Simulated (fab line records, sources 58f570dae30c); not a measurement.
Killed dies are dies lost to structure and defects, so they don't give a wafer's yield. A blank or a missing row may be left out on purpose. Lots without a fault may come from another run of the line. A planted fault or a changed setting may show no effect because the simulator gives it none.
Split-lot experiment | flow berkeley_cmos170 | 5 lots, 17 wafers read, on a route of 331 steps

THE SPLIT
At UCB170_ACTIVE_CVD_05 (deposits Si3N4 from SiH2Cl2/NH3, target thk 220 nm, time 3300 s), the setting sih2cl2_flow_sccm was moved away from the recipe's 25 sccm on 14 of the 17 wafers read, by -13.0% to +13.8%. The other wafers ran this setting at the recipe's value.

FROM THE SPLIT TO THE READING: what the file shows between them, 4 steps
- UCB170_ACTIVE_EXPOSE_10: exposes mask ACTIVE, target cd 1200 nm (also split here: dose_mj)
- UCB170_ACTIVE_PEB_11
- UCB170_ACTIVE_DEVELOP_12: develop time 45 s
- UCB170_ACTIVE_CD_MEAS_13: target cd 1200 nm

THE READING
etch.depth_nm (the simulator's own value, which no gauge read), in nm, at UCB170_ACTIVE_ETCH_15 (etches Si3N4 in CH3F/Ar/O2, stops on SiO2, target depth 242 nm, time 151 s). The file gives no usual value for it. The 3 wafers here that ran the recipe average 216.8 nm, standard deviation 1.9 nm.

wafer  | tool, chamber at the split | sih2cl2_flow_sccm as run, sccm | against the recipe | etch.depth_nm, nm | against lot-mates on the recipe
L074.1 | -, -                       | 28.45                          | +13.8%             | 231               | no lot-mate on the recipe
L074.2 | -, -                       | 28.45                          | +13.8%             | 230.5             | no lot-mate on the recipe
L074.3 | -, -                       | 28.45                          | +13.8%             | 230               | no lot-mate on the recipe
L074.4 | -, -                       | 28.45                          | +13.8%             | 229.1             | no lot-mate on the recipe
L074.6 | -, -                       | 28.45                          | +13.8%             | 231.1             | no lot-mate on the recipe
L080.1 | -, -                       | 23.48                          | -6.1%              | 215.4             | no lot-mate on the recipe
L080.3 | -, -                       | 23.48                          | -6.1%              | 215.1             | no lot-mate on the recipe
L080.4 | -, -                       | 23.48                          | -6.1%              | 214.3             | no lot-mate on the recipe
L080.5 | -, -                       | 23.48                          | -6.1%              | 213.8             | no lot-mate on the recipe
L080.6 | -, -                       | 23.48                          | -6.1%              | 218               | no lot-mate on the recipe
L076.1 | -, -                       | 22.59                          | -9.6%              | 213.6             | no lot-mate on the recipe
L076.2 | -, -                       | 22.59                          | -9.6%              | 215.1             | no lot-mate on the recipe
L075.2 | lpcvd-01, 0                | 25                             | recipe             | 214.9             | -
L075.4 | lpcvd-01, 0                | 25                             | recipe             | 219.4             | -
L075.5 | lpcvd-01, 0                | 25                             | recipe             | 216.2             | -
L085.4 | -, -                       | 21.75                          | -13.0%             | 213.5             | no lot-mate on the recipe
L085.5 | -, -                       | 21.75                          | -13.0%             | 214.3             | no lot-mate on the recipe

THE FIT
A straight line over all 17 wafers: etch.depth_nm changes by +0.676 nm for each +1% of sih2cl2_flow_sccm; r = +0.95; the points scatter about the line by 2.3 nm.
Too few moved wafers have a lot-mate on the recipe to fit a line with each lot's own level taken away.

THE WHOLE CHAIN: every reading that the file lists as answering this split, in the file's order
step                  | what it does                                                               | reading                                                                        | change (the file's fit)               | r (the file's)
UCB170_ACTIVE_CVD_05  | deposits Si3N4 from SiH2Cl2/NH3, target thk 220 nm, time 3300 s            | Si3N4_of_ACTIVE_CVD_05.thk_nm (the simulator's own value, which no gauge read) | +0.637 nm for each +1% of the setting | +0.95
UCB170_ACTIVE_ETCH_15 | etches Si3N4 in CH3F/Ar/O2, stops on SiO2, target depth 242 nm, time 151 s | etch.depth_nm (the simulator's own value, which no gauge read)                 | +0.675 nm for each +1% of the setting | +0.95

THE FILE'S OWN FIT
etch.depth_nm changes by +0.675 nm for each +1% of sih2cl2_flow_sccm, r = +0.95.
